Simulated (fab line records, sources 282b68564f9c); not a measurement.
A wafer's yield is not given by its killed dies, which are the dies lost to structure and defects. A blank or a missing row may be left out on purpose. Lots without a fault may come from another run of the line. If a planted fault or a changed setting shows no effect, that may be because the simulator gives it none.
Which of the tools did it? | flow rit_cmos | 15 lots with 45 wafers sampled at 2 steps, on a route of 202 steps

## WHAT THE GAUGES READ, wafer by wafer
Not one reading of a measure or inspect step in the record can be checked against a usual standard deviation.

## TOOL THAT RAN EACH LOT (tool first, then ch and the chambers of the sampled wafers, then the start)
lot  | RIT_NRETRO_STRIP_09                 | RIT_M1_PROBE_99
L125 | plasma_asher-01 ch 0,1, day 2 08:31 | -
L126 | plasma_asher-01 ch 0,1, day 2 14:44 | -
L127 | plasma_asher-02 ch 0,1, day 2 19:54 | -
L128 | plasma_asher-04 ch 1, day 2 21:54   | -
L129 | plasma_asher-02 ch 0,1, day 3 03:50 | -
L132 | plasma_asher-02 ch 0,1, day 3 17:15 | -
L134 | plasma_asher-02 ch 0,1, day 4 04:27 | -
L136 | plasma_asher-02 ch 0,1, day 4 13:50 | prober-01, day 5 17:02
L138 | plasma_asher-02 ch 0,1, day 4 23:11 | prober-01, day 6 05:05
L139 | plasma_asher-02 ch 0,1, day 5 06:27 | prober-02, day 6 11:47
L141 | plasma_asher-01 ch 0,1, day 5 15:39 | -
L142 | plasma_asher-01 ch 0,1, day 5 20:16 | -
L143 | plasma_asher-01 ch 0,1, day 6 02:17 | -
L147 | plasma_asher-04 ch 0,1, day 6 20:57 | -
L148 | plasma_asher-04 ch 0,1, day 7 01:52 | -
- RIT_NRETRO_STRIP_09: strips in O2, time 180 s.
- RIT_M1_PROBE_99

## AS READ BY THE TOOLS THEMSELVES (means over the sampled wafers that have a number; for cases with no such wafer, the mark the record gives instead)
RIT_NRETRO_STRIP_09. Usual: drypump_motor_current_A 6.0 A, standard deviation 0.42.
lot  | tool            | drypump_motor_current_A (A) | flag
L125 | plasma_asher-01 | 5.8                         |
L126 | plasma_asher-01 | 5.4                         |
L127 | plasma_asher-02 | 6.1                         |
L128 | plasma_asher-04 | 5.5                         |
L129 | plasma_asher-02 | 6.0                         |
L132 | plasma_asher-02 | 6.0                         |
L134 | plasma_asher-02 | 6.2                         |
L136 | plasma_asher-02 | 6.2                         |
L138 | plasma_asher-02 | 6.2                         |
L139 | plasma_asher-02 | 6.2                         |
L141 | plasma_asher-01 | 5.9                         |
L142 | plasma_asher-01 | 5.8                         |
L143 | plasma_asher-01 | 5.5                         |
L147 | plasma_asher-04 | 5.7                         |
L148 | plasma_asher-04 | 5.7                         |

RIT_M1_PROBE_99. Usual: killed_at_contacts 0.1, standard deviation 0.24; killed_at_front_end 7, standard deviation 3.2; killed_dies 7, standard deviation 3.2; killed_open 3.6, standard deviation 2.1; killed_short 3.5, standard deviation 2.
lot  | tool      | killed_at_contacts | killed_at_front_end | killed_dies | killed_open | killed_short | flag
L136 | prober-01 | 0.0                | 19                  | 19          | 3.7         | 3.3          | OFF
L138 | prober-01 | 0.0                | 17                  | 17          | 2.3         | 1.7          | OFF
L139 | prober-02 | 0.0                | 18                  | 18          | 3.3         | 3.7          | OFF

## THE ANSWER, worked out from the rows above alone
Rule: a lot counts as off when the mean over its wafers that have a number is more than 3 standard deviations away from the usual mean. A lot without any number at a reading at which 4 lots or more have one is off too. Any other lot the step has rows for is counted as sound. First the gauges in route order, then the tools' own readings, where a lot's mean is used as printed above. At the first step where some lot is off, the reading lying furthest off is the one used; lots without a number count as furthest.
Off at RIT_M1_PROBE_99 (killed_at_front_end): L136, L138, L139. Neither off nor sound, because the step has no rows for them: L125, L126, L127, L128, L129, L132, L134, L141, L142, L143, L147, L148.
If a tool, at that step or one of the process steps before it, ran each lot that is off and ran no sound lot following the first of them, it fits. One fits: plasma_asher-02 at RIT_NRETRO_STRIP_09. It ran no sound lot before its first lot that is off in this sample, so the start can't be narrowed down.

## WHAT HAD BEEN PUT IN BY THE SIMULATOR
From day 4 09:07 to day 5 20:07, plasma_asher-02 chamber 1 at RIT_NRETRO_STRIP_09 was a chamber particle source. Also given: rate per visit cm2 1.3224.
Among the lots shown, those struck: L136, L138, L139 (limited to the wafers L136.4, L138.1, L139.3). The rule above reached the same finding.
